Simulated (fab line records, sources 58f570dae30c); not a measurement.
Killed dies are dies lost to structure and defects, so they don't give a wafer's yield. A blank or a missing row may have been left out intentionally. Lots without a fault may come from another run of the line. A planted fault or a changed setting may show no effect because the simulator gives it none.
Struck lot and sound lot, side by side / flow berkeley-cmos170 / 15 steps out of a route of 331
Sound: the wafers L873.3, L873.4, L873.6. Wafers L872.1, L872.2, L872.6 were the ones struck. At the end, the cause is stated.
Order at every step that has rows: each side's tool, ch and its chambers, its first start. Under that, the readings that differ: sound wafers / struck wafers / difference of the means / sigmas: that difference in standard deviations of wafers without a fault.
alike: readings whose means differ by less than 2 such deviations, and words and numbers that are the same on both sides. not compared: withheld readings, readings that some wafer has no value for, bounds like >300 that may hide the same value, and numbers for which the record gives no deviation and whose values overlap.
Wherever a step has rows on one side only, a row that says differs or no value, or a row with sigmas, the two part there. Numbers that don't overlap but have no deviation are shown without sigmas and don't part them. A reading missing from all wafers of one side parts the sides only when that side holds two or more wafers.

first, 1 step without rows for these wafers: UCB170_M2_SOFTBAKE_06 (time 60 s).
UCB170_M2_STRIP_07: strips in O2.
  sound on plasma-asher-04 ch 0,1, day 8 02:50; struck on plasma-asher-02 ch 0,1, day 8 16:38
  alike: drypump-motor-current-A, oes-product-au, strip-time-to-endpoint-s
  not compared: rf-hours-counter-h
then, 7 steps without rows for these wafers: UCB170_M2_STRIP_08 (strips KrF in DMSO, time 600 s); UCB170_M2_COAT_09; UCB170_M2_COAT_10 (resist thk 900 nm); UCB170_M2_SOFTBAKE_11 (time 60 s); UCB170_M2_EXPOSE_12 (exposes mask METAL2, target cd 700 nm); UCB170_M2_PEB_13; UCB170_M2_DEVELOP_14 (develop time 45 s).
UCB170_M2_CD_MEAS_15: the cd target is 700 nm.
  sound on cd-sem-02 at day 8 03:58; struck on cd-sem-01 at day 8 18:01
reading=cd-nm (nm); sound=701.1 700.8 701.0; struck=698.5 698.3 698.8; difference=-2.4; sigmas=-2
UCB170_M2_OVL_MEAS_16:
  sound on overlay-01 at day 8 04:04; struck on overlay-02 at day 8 18:08
  alike: M2_OVL
UCB170_M2_ETCH_17: etches BARC in N2/H2.
  sound on rie-diel-01 ch 0,1,2, day 8 04:05; struck on rie-diel-03 ch 1,2, day 8 18:10
  alike: bias-w, chamber-pressure-mTorr, drypump-motor-current-A, h2-flow-sccm, oes-product-au, throttle-valve-pct
UCB170_M2_METAL_ETCH_18: etches Al in Cl2/BCl3, stops on SiO2, target depth 1170 nm, time 195 s.
  sound on rie-metal-02 ch 0,1, day 8 04:11; struck on rie-metal-04 ch 0,1, day 8 18:13
  no value came back on the struck wafers for any of 6 readings (bcl3-flow-sccm (sccm), bias-w (W) and others); on the sound wafers bcl3-flow-sccm (sccm) reads 44.91 44.90 44.78
reading=model.KrF_of_M2_COAT_10.thk-nm (nm); sound=187.5 187.7 183.9; struck=889 887.4 886.9; difference=+701; sigmas=
reading=model.SiO2_of_V1_CVD_00.thk-nm (nm); sound=935.7 934.8 937; struck=994.7 992.2 991.7; difference=+57.0; sigmas=
  not compared: rf-hours-counter-h
UCB170_M2_STRIP_19: strips in O2.
  sound on plasma-asher-02 ch 0,1, day 8 04:20; struck on plasma-asher-02 ch 0,1, day 8 18:24
reading=oes-product-au (a.u.); sound=0.520 0.517 0.510; struck=0.731 0.713 0.725; difference=+0.207; sigmas=+10
  alike: drypump-motor-current-A
  not compared: rf-hours-counter-h
UCB170_M2_CD_MEAS_90: the cd target is 700 nm.
  sound on cd-sem-01 at day 8 04:27; struck on cd-sem-02 at day 8 18:30
reading=cd-nm (nm); sound=703 709 704; struck=- - -; difference=no value on the struck wafers; sigmas=

== WHERE THEY PART ==
First at UCB170_M2_CD_MEAS_15; last, within this record, at UCB170_M2_CD_MEAS_90.

WHY: what had been put in by the simulator
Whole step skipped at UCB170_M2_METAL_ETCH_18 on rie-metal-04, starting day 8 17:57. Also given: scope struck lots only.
